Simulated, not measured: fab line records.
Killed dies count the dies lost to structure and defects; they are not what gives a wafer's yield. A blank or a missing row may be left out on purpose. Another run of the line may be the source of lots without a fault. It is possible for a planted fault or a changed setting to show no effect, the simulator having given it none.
What tool caused it?    flow berkeley-cmos170    21 wafers from 7 lots sampled at 4 of the route's 331 steps

## WHAT EACH GAUGE READ, for each wafer
UCB170_CONTACT_CD_MEAS_90 targets a cd of 700 nm.
lot   measured      on         cd-nm (nm)
L921  day 7 01:56   cd-sem-02  699.9 701.1 698.6
L923  day 7 13:16   cd-sem-02  700.7 699.7 703.0
L928  day 8 20:27   cd-sem-01  700.2 700.2 701.3
L932  day 10 01:36  cd-sem-01  698.9 699.8 698.8
L935  day 10 01:47  cd-sem-02  703.4 701.2 703.1
L938  day 10 12:35  cd-sem-01  699.3 702.7 702.5
L942  day 11 11:38  cd-sem-02  699.5 700.3 701.2

## WHICH TOOL RAN EACH LOT (tool, then ch and the chambers of the sampled wafers, then the start)
lot   UCB170_PLDD_COAT_01                UCB170_PLDD_STRIP_10                 UCB170_CONTACT_RTA_08
L921  litho-track-01 ch 0, day 6 07:07   plasma-asher-02 ch 0,1, day 6 08:23  rtp-anneal-01 ch 0, day 7 00:28
L923  litho-track-01 ch 0, day 6 20:55   plasma-asher-02 ch 0,1, day 6 22:10  rtp-anneal-01 ch 0, day 7 11:20
L928  litho-track-02 ch 0, day 7 23:25   plasma-asher-04 ch 0, day 8 00:32    rtp-anneal-02 ch 0, day 8 18:57
L932  litho-track-02 ch 0, day 9 03:32   plasma-asher-02 ch 0,1, day 9 05:09  rtp-anneal-02 ch 0, day 9 23:40
L935  litho-track-04 ch 0, day 9 03:37   plasma-asher-01 ch 0,1, day 9 05:52  rtp-anneal-01 ch 0, day 9 23:51
L938  litho-track-01 ch 0, day 9 16:59   plasma-asher-01 ch 1, day 9 18:40    rtp-anneal-02 ch 0, day 10 10:23
L942  litho-track-01 ch 0, day 10 14:55  plasma-asher-04 ch 0, day 10 16:04   rtp-anneal-01 ch 0, day 11 10:10
- UCB170_PLDD_COAT_01: resist thk 900 nm.
- UCB170_PLDD_STRIP_10: strips in O2.
- UCB170_CONTACT_RTA_08: time 10 s.

## THE ANSWER, worked out from the rows above alone
Rule: what is usual is taken from the lots themselves. The widest of any qualifying gaps counts: lots, ordered by their means at a reading, are off when they make up no more than a third of the lots, leave a main group of 4 or more, and stand apart from it by 3 or more times the standard deviation of that group's means. A main group whose means are all the same, to the digits that the tables above print for the reading, isn't used. A lot without any number at a reading at which 4 lots or more have one is off too. Where the step has rows for the other lots, those lots are counted as sound.
Nothing can be told from this: no lot is off at any reading shown.

## WHAT HAD BEEN PUT IN BY THE SIMULATOR
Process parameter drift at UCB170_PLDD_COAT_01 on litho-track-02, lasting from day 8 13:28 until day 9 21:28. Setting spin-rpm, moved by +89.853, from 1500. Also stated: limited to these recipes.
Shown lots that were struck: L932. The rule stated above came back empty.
